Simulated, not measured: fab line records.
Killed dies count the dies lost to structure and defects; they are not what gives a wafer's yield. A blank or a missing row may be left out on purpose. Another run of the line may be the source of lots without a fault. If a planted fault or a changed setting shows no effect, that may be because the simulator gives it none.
Which tool was responsible? :: flow berkeley-cmos170 :: 7 lots with 21 wafers sampled at 2 steps, on a route of 331 steps

## WHAT EACH GAUGE READ, for each wafer
UCB170_ACTIVE_CD_MEAS_13: target cd 1200 nm.
lot: L997
measured: day 4 22:14
on: cd-sem-01
cd-nm (nm): 1199.4 1199.6 1199.7

lot: L999
measured: day 5 19:11
on: cd-sem-01
cd-nm (nm): 1199.0 1199.3 1200.8

lot: L101
measured: day 5 19:47
on: cd-sem-01
cd-nm (nm): 1201.1 1201.4 1201.9

lot: L109
measured: day 7 14:50
on: cd-sem-02
cd-nm (nm): 1199.1 1199.6 1199.6

lot: L113
measured: day 8 00:51
on: cd-sem-01
cd-nm (nm): 1198.0 1201.4 1198.7

lot: L114
measured: day 8 01:05
on: cd-sem-01
cd-nm (nm): 1200.4 1199.7 1200.2

lot: L119
measured: day 9 15:17
on: cd-sem-02
cd-nm (nm): 1200.8 1199.5 1200.4

## TOOL THAT RAN EACH LOT (tool first, then ch and the chambers of the sampled wafers, then the start)
lot: L997
UCB170_ZERO_STRIP_07: plasma-asher-04 ch 0, day 1 23:33

lot: L999
UCB170_ZERO_STRIP_07: plasma-asher-04 ch 0, day 2 15:35

lot: L101
UCB170_ZERO_STRIP_07: plasma-asher-04 ch 0,1, day 2 19:05

lot: L109
UCB170_ZERO_STRIP_07: plasma-asher-01 ch 0,1, day 4 17:06

lot: L113
UCB170_ZERO_STRIP_07: plasma-asher-03 ch 0,1, day 5 09:08

lot: L114
UCB170_ZERO_STRIP_07: plasma-asher-01 ch 0,1, day 5 14:06

lot: L119
UCB170_ZERO_STRIP_07: plasma-asher-01 ch 0,1, day 6 15:19
- UCB170_ZERO_STRIP_07: strips in O2.

## THE ANSWER, worked out from the rows above alone
Rule: the lots themselves supply what counts as usual. Put in order of their means at a reading, lots are off if they are a third of the lots or fewer, leave a main group of 4 or more, and stand apart from it by a gap of 3 or more times the standard deviation of the main group's means; of several such gaps the widest counts. Not used: any main group whose means are identical at the precision the tables above print for the reading. A lot without any number at a reading at which 4 lots or more have one is off too. Any other lot the step has rows for is counted as sound.
Off at UCB170_ACTIVE_CD_MEAS_13 (cd-nm): L101. Main group: mean 1199.7 nm, sd 0.33.
If a tool, at a process step before that reading, ran all the lots that are off and no sound lot after the first of them, it fits. Gauges at UCB170_ACTIVE_CD_MEAS_13: tried the same way as those tools. One candidate fits, namely plasma-asher-04 at UCB170_ZERO_STRIP_07. A fault onset in the window from L999 (day 2 15:35, its last sound lot) to L101 (day 2 19:05, its first lot off) fits.

## WHAT THE SIMULATOR PUT IN
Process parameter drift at UCB170_ZERO_STRIP_07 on plasma-asher-04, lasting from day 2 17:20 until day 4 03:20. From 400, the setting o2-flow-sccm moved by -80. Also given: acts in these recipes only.
Shown lots that were struck: L101. The rule above found the same.
